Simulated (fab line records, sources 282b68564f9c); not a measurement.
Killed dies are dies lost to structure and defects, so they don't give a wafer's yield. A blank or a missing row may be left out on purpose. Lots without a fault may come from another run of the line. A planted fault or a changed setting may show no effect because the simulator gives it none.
A struck lot beside a sound one | flow rit_cmos | 15 steps out of a route of 202
Sound: wafers L799.3, L799.4, L799.5. Struck: wafers L810.1, L810.2, L810.3. The cause comes at the end.
At each step with rows: each side's tool, then ch and its chambers, then its first start. Under that, the readings that differ: sound wafers | struck wafers | difference of the means | sigmas: that difference in standard deviations of wafers without a fault.
alike: readings whose means differ by less than 2 such deviations, and words and numbers that are the same on both sides. not compared: withheld readings, readings that some wafer has no value for, bounds like >300 that may hide the same value, and numbers for which the record gives no deviation and whose values overlap.
The two part at a step that has a row with sigmas, a row that says differs or no value, or rows on one side only. Numbers that don't overlap but have no deviation are shown without sigmas and don't part them. A reading that every wafer of one side lacks parts them only if that side has two wafers or more.

RIT_NLDD_OVL_MEAS_06:
  sound on overlay-01, day 2 19:36; struck on overlay-02, day 5 06:41
  alike: NLDD_OVL
then, 2 steps without rows for these wafers: RIT_NLDD_HARDBAKE_07 (time 60 s); RIT_NLDD_IMPLANT_08.
RIT_NLDD_STRIP_09: strips in O2, time 180 s.
  sound on plasma_asher-03 ch 0,1, day 2 19:59; struck on plasma_asher-01 ch 0,1, day 5 07:14
  alike: drypump_motor_current_A, o2_flow_sccm
  not compared: rf_hours_counter_h
RIT_NLDD_TW_MEAS_10:
  sound on film_metro-02, day 2 20:07; struck on film_metro-01, day 5 07:25
  alike: NLDD_TW
then, 6 steps without rows for these wafers: RIT_PLDD_HMDS_00 (prime time 60 s); RIT_PLDD_COAT_01 (resist thk 1000 nm); RIT_PLDD_SOFTBAKE_02 (time 60 s); RIT_PLDD_EXPOSE_03 (exposes mask M8, target cd 40900 nm); RIT_PLDD_PEB_04; RIT_PLDD_DEVELOP_05 (develop time 50 s).
RIT_PLDD_OVL_MEAS_06:
  sound on overlay-01, day 2 21:11; struck on overlay-02, day 5 08:19
  reading       | sound          | struck      | difference | sigmas
  PLDD_OVL (nm) | -0.9 -0.9 -1.5 | 2.5 3.4 1.6 | +3.6       | +2
RIT_PLDD_HARDBAKE_07: time 60 s.
  sound on litho_track-03 ch 0, day 2 21:16; struck on litho_track-03 ch 0, day 5 08:21
  reading                                   | sound                | struck               | difference | sigmas
  heater_power_total_W (W)                  | 62.49 62.49 62.56    | 59.96 59.97 59.96    | -2.55      | -48
  plate_temp_C (C)                          | 140.10 140.15 139.95 | 135.44 135.64 135.48 | -4.55      | -32
  model.NOVOLAK_of_PLDD_COAT_01.thk_nm (nm) | 882.1 880.8 882.3    | 895.4 894.5 894.7    | +13.1      |
then, 1 step without rows for these wafers: RIT_PLDD_IMPLANT_08.
RIT_M1_PROBE_99:
  the record has rows for the struck wafers here (prober-02, day 5 23:24) and none for the sound ones

WHERE THEY PART
First at RIT_PLDD_OVL_MEAS_06; last, within this record, at RIT_M1_PROBE_99.

WHY: what the simulator had put in
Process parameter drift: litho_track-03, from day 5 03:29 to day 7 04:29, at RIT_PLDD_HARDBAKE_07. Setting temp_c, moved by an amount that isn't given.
